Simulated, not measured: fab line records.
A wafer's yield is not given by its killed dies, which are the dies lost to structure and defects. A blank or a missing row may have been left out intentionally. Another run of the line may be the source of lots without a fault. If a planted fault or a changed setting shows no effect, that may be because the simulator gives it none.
Split-lot trial / flow ritCmos / 23 wafers read from 5 lots, route of 202 steps

THE SPLIT ITSELF
At RIT_ACTIVE_CVD_03 (deposits Si3N4 from SiH2Cl2/NH3, target thk 150 nm, time 1500 s), the setting tempC was moved away from the recipe's 810 C on 15 of the 23 wafers read, by -1.8% to +1.7%. The other wafers ran this setting at the recipe's value.

FROM THE SPLIT TO THE READING: what the file shows between them, 3 steps
- RIT_ACTIVE_THK_MEAS_04
- RIT_ACTIVE_DEVELOP_10: develop time 50 s (also split here: devTempC)
- RIT_ACTIVE_HARDBAKE_12: time 60 s

THE READING
oesProductAu, in a.u., at RIT_ACTIVE_ETCH_13 (etches Si3N4 in SF6, stops on SiO2, time 210 s, target depth 210 nm). Fault-free wafers of this fab line usually give 0.818 a.u., standard deviation 0.014 a.u.

wafer=L074.1; tool, chamber at the split=-, -; tempC as run, C=823.9; against the recipe=+1.7%; oesProductAu, a.u.=0.922; against lot-mates on the recipe=no lot-mate on the recipe
wafer=L074.2; tool, chamber at the split=-, -; tempC as run, C=823.9; against the recipe=+1.7%; oesProductAu, a.u.=0.938; against lot-mates on the recipe=no lot-mate on the recipe
wafer=L074.4; tool, chamber at the split=-, -; tempC as run, C=823.9; against the recipe=+1.7%; oesProductAu, a.u.=0.941; against lot-mates on the recipe=no lot-mate on the recipe
wafer=L074.5; tool, chamber at the split=-, -; tempC as run, C=823.9; against the recipe=+1.7%; oesProductAu, a.u.=0.915; against lot-mates on the recipe=no lot-mate on the recipe
wafer=L074.6; tool, chamber at the split=-, -; tempC as run, C=823.9; against the recipe=+1.7%; oesProductAu, a.u.=0.970; against lot-mates on the recipe=no lot-mate on the recipe
wafer=L078.1; tool, chamber at the split=-, -; tempC as run, C=795.2; against the recipe=-1.8%; oesProductAu, a.u.=0.730; against lot-mates on the recipe=no lot-mate on the recipe
wafer=L078.2; tool, chamber at the split=-, -; tempC as run, C=795.2; against the recipe=-1.8%; oesProductAu, a.u.=0.720; against lot-mates on the recipe=no lot-mate on the recipe
wafer=L078.3; tool, chamber at the split=-, -; tempC as run, C=795.2; against the recipe=-1.8%; oesProductAu, a.u.=0.715; against lot-mates on the recipe=no lot-mate on the recipe
wafer=L078.5; tool, chamber at the split=-, -; tempC as run, C=795.2; against the recipe=-1.8%; oesProductAu, a.u.=0.729; against lot-mates on the recipe=no lot-mate on the recipe
wafer=L078.6; tool, chamber at the split=-, -; tempC as run, C=795.2; against the recipe=-1.8%; oesProductAu, a.u.=0.725; against lot-mates on the recipe=no lot-mate on the recipe
wafer=L080.1; tool, chamber at the split=-, -; tempC as run, C=795.5; against the recipe=-1.8%; oesProductAu, a.u.=0.724; against lot-mates on the recipe=no lot-mate on the recipe
wafer=L080.2; tool, chamber at the split=-, -; tempC as run, C=795.5; against the recipe=-1.8%; oesProductAu, a.u.=0.722; against lot-mates on the recipe=no lot-mate on the recipe
wafer=L080.3; tool, chamber at the split=-, -; tempC as run, C=795.5; against the recipe=-1.8%; oesProductAu, a.u.=0.707; against lot-mates on the recipe=no lot-mate on the recipe
wafer=L080.5; tool, chamber at the split=-, -; tempC as run, C=795.5; against the recipe=-1.8%; oesProductAu, a.u.=0.702; against lot-mates on the recipe=no lot-mate on the recipe
wafer=L080.6; tool, chamber at the split=-, -; tempC as run, C=795.5; against the recipe=-1.8%; oesProductAu, a.u.=0.723; against lot-mates on the recipe=no lot-mate on the recipe
wafer=L081.3; tool, chamber at the split=lpcvd-02, 0; tempC as run, C=810; against the recipe=recipe; oesProductAu, a.u.=0.796; against lot-mates on the recipe=-
wafer=L081.4; tool, chamber at the split=lpcvd-02, 0; tempC as run, C=810; against the recipe=recipe; oesProductAu, a.u.=0.817; against lot-mates on the recipe=-
wafer=L081.6; tool, chamber at the split=lpcvd-02, 0; tempC as run, C=810; against the recipe=recipe; oesProductAu, a.u.=0.847; against lot-mates on the recipe=-
wafer=L083.1; tool, chamber at the split=-, -; tempC as run, C=810; against the recipe=recipe; oesProductAu, a.u.=0.818; against lot-mates on the recipe=-
wafer=L083.2; tool, chamber at the split=-, -; tempC as run, C=810; against the recipe=recipe; oesProductAu, a.u.=0.836; against lot-mates on the recipe=-
wafer=L083.3; tool, chamber at the split=-, -; tempC as run, C=810; against the recipe=recipe; oesProductAu, a.u.=0.793; against lot-mates on the recipe=-
wafer=L083.5; tool, chamber at the split=-, -; tempC as run, C=810; against the recipe=recipe; oesProductAu, a.u.=0.815; against lot-mates on the recipe=-
wafer=L083.6; tool, chamber at the split=-, -; tempC as run, C=810; against the recipe=recipe; oesProductAu, a.u.=0.813; against lot-mates on the recipe=-

THE FIT
A straight line over all 23 wafers: oesProductAu changes by +0.0606 a.u. for each +1% of tempC; r = +0.98; the points scatter about the line by 0.017 a.u.
Too few moved wafers have a lot-mate on the recipe to fit a line with each lot's own level taken away.

THE WHOLE CHAIN: every reading that the file lists as answering this split, in the file's order
step=RIT_ACTIVE_CVD_03; what it does=deposits Si3N4 from SiH2Cl2/NH3, target thk 150 nm, time 1500 s; reading=Si3N4_of_ACTIVE_CVD_03.thkNm (the simulator's own value, which no gauge read); change (the file's fit)=+20.9 nm for each +1% of the setting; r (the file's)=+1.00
step=RIT_ACTIVE_THK_MEAS_04; what it does=; reading=ACTIVE_NITRIDE_THK; change (the file's fit)=+20.9 for each +1% of the setting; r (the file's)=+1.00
step=RIT_ACTIVE_ETCH_13; what it does=etches Si3N4 in SF6, stops on SiO2, time 210 s, target depth 210 nm; reading=oesProductAu; change (the file's fit)=+0.0606 a.u. for each +1% of the setting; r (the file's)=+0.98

FILE'S OWN FIT
oesProductAu changes by +0.0606 a.u. for each +1% of tempC, r = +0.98.
